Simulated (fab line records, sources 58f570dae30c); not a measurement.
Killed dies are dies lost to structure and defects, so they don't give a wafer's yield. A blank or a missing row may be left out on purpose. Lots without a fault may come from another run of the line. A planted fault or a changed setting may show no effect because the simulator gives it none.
Split-lot experiment | flow berkeley_cmos170 | 5 lots, 23 wafers read, on a route of 331 steps

THE SPLIT
At UCB170_PFIELD_COAT_01 (resist thk 900 nm), the setting resist_thk_nm was moved away from the recipe's 900 nm on 9 of the 23 wafers read, by -4.8% to +5.4%. The other wafers ran this setting at the recipe's value.

The reading is taken at the split's own step.

THE READING
KrF_of_PFIELD_COAT_01.thk_nm (the simulator's own value, which no gauge read), in nm, at UCB170_PFIELD_COAT_01 (resist thk 900 nm). The file gives no usual value for it. The 14 wafers here that ran the recipe average 900.7 nm, standard deviation 1.7 nm.

wafer  | tool, chamber at the split | resist_thk_nm as run, nm | against the recipe | KrF_of_PFIELD_COAT_01.thk_nm, nm | against lot-mates on the recipe
L074.1 | litho_track-01, 0          | 900                      | recipe             | 899.1                            | -
L074.5 | litho_track-01, 0          | 900                      | recipe             | 900.5                            | -
L074.6 | litho_track-01, 0          | 900                      | recipe             | 900.9                            | -
L076.1 | litho_track-03, 0          | 882.9                    | -1.9%              | 883.5                            | -17.0
L076.3 | litho_track-03, 0          | 882.9                    | -1.9%              | 886.5                            | -14.0
L076.4 | litho_track-03, 0          | 900                      | recipe             | 900.5                            | -
L076.5 | litho_track-03, 0          | 900                      | recipe             | 900.4                            | -
L076.6 | litho_track-03, 0          | 882.9                    | -1.9%              | 882.7                            | -17.8
L083.1 | litho_track-01, 0          | 857                      | -4.8%              | 857.6                            | -42.2
L083.3 | litho_track-01, 0          | 857                      | -4.8%              | 855.3                            | -44.5
L083.4 | litho_track-01, 0          | 900                      | recipe             | 902.8                            | -
L083.5 | litho_track-01, 0          | 857                      | -4.8%              | 856.1                            | -43.7
L083.6 | litho_track-01, 0          | 900                      | recipe             | 896.8                            | -
L085.1 | litho_track-02, 0          | 900                      | recipe             | 903.1                            | -
L085.2 | litho_track-02, 0          | 900                      | recipe             | 898.6                            | -
L085.4 | litho_track-02, 0          | 900                      | recipe             | 902.1                            | -
L085.5 | litho_track-02, 0          | 900                      | recipe             | 900.5                            | -
L085.6 | litho_track-02, 0          | 900                      | recipe             | 900.2                            | -
L084.1 | litho_track-02, 0          | 948.2                    | +5.4%              | 949.1                            | +47.0
L084.2 | litho_track-02, 0          | 900                      | recipe             | 903.3                            | -
L084.4 | litho_track-02, 0          | 948.2                    | +5.4%              | 949.7                            | +47.6
L084.5 | litho_track-02, 0          | 948.2                    | +5.4%              | 953.2                            | +51.1
L084.6 | litho_track-02, 0          | 900                      | recipe             | 901                              | -

THE FIT
A straight line over all 23 wafers: KrF_of_PFIELD_COAT_01.thk_nm changes by +9.27 nm for each +1% of resist_thk_nm; r = +1.00; the points scatter about the line by 1.8 nm.
The same after taking each lot's own level away (the mean of its wafers on the recipe; 23 wafers): +9.04 nm for each +1%; r = +1.00; scatter 1.7 nm.
On that fit, the largest move of resist_thk_nm shifts the reading by 48 nm.
The lots' own levels span 899.80 to 902.15 nm, that is 1.4 times the standard deviation above.
So the lot-to-lot level changes the slope little: the two slopes agree.
Check: with one of the wafers moved furthest among these (+5.4%) left out of the fit, the line predicts +49 nm for it against its lot-mates. It came out at +47 nm against them.

OTHER SPLITS ON THESE WAFERS
These wafers also went through other splits before the reading. Each is held against what the fit with the lots' levels taken away leaves over:
other split on the same wafers     | wafers away from the commonest value | r with KrF_of_PFIELD_COAT_01.thk_nm (lot level and that fit taken away)
UCB170_ZERO_COAT_01 spin_rpm       | 9                                    | +0.12
UCB170_NWELL_CVD_04 pressure_mtorr | 18                                   | +0.10
UCB170_NWELL_COAT_07 resist_thk_nm | 3                                    | -0.07
UCB170_PWELL_CVD_05 temp_c         | 13                                   | -0.03
UCB170_PWELL_IMPLANT_15 energy_kev | 4                                    | -0.43
UCB170_ACTIVE_COAT_08 spin_rpm     | 11                                   | +0.10

THE WHOLE CHAIN: every reading that the file lists as answering this split, in the file's order
step                   | what it does      | reading                                                                       | change (the file's fit)              | r (the file's)
UCB170_PFIELD_COAT_01  | resist thk 900 nm | KrF_of_PFIELD_COAT_01.thk_nm (the simulator's own value, which no gauge read) | +9.04 nm for each +1% of the setting | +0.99
UCB170_PFIELD_STRIP_08 | strips in O2      | strip_time_to_endpoint_s                                                      | withheld for each +1% of the setting | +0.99

THE FILE'S OWN FIT
KrF_of_PFIELD_COAT_01.thk_nm changes by +9.04 nm for each +1% of resist_thk_nm, r = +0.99.
